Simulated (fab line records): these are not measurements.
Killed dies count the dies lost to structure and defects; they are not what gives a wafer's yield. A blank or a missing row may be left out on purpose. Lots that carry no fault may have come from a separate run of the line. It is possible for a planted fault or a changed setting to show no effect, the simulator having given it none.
Which tool is to blame? :: flow berkeley_cmos170 :: Sampling: 6 lots, 18 wafers, 2 of 331 route steps

== WHAT THE GAUGES SHOWED, per wafer ==
UCB170_CONTACT_CD_MEAS_90: the cd target is 700 nm.
lot: L582
measured: day 7 02:41
on: cd_sem-02
cd_nm (nm): 699.6 702.9 699.5

lot: L584
measured: day 7 06:44
on: cd_sem-02
cd_nm (nm): 700.2 698.0 696.1

lot: L583
measured: day 7 08:34
on: cd_sem-01
cd_nm (nm): 699.0 699.4 697.4

lot: L595
measured: day 10 17:44
on: cd_sem-01
cd_nm (nm): 698.9 699.0 699.4

lot: L600
measured: day 11 18:01
on: cd_sem-01
cd_nm (nm): 703.3 699.6 699.3

lot: L602
measured: day 11 18:47
on: cd_sem-01
cd_nm (nm): 700.3 699.2 701.1

== WHICH TOOL RAN EACH LOT (tool, then ch and the chambers of the sampled wafers, then the start) ==
lot: L582
UCB170_SPACER_CVD_00: pecvd-03 ch 0,1,2, day 6 12:11

lot: L584
UCB170_SPACER_CVD_00: pecvd-03 ch 1,2, day 6 17:01

lot: L583
UCB170_SPACER_CVD_00: pecvd-04 ch 0,1,2, day 6 17:12

lot: L595
UCB170_SPACER_CVD_00: pecvd-03 ch 0,2, day 9 23:10

lot: L600
UCB170_SPACER_CVD_00: pecvd-01 ch 0,2, day 10 19:49

lot: L602
UCB170_SPACER_CVD_00: pecvd-01 ch 1,2, day 11 01:47
- UCB170_SPACER_CVD_00: deposits SiO2 from TEOS/O2, target thk 376 nm, time 47 s.

== THE ANSWER, worked out from the rows above alone ==
Rule: what is usual is taken from the lots themselves. Put in order of their means at a reading, lots are off if they are a third of the lots or fewer, leave a main group of 4 or more, and stand apart from it by a gap of 3 or more times the standard deviation of the main group's means; of several such gaps the widest counts. A main group is skipped when, at the precision printed for the reading in the tables above, its means are all equal. Also off: a lot with no number at a reading for which 4 or more lots have one. All remaining lots with rows at the step are treated as sound.
No lot is off on any of the readings shown, so nothing can be concluded from this.

== WHAT THE SIMULATOR PUT IN ==
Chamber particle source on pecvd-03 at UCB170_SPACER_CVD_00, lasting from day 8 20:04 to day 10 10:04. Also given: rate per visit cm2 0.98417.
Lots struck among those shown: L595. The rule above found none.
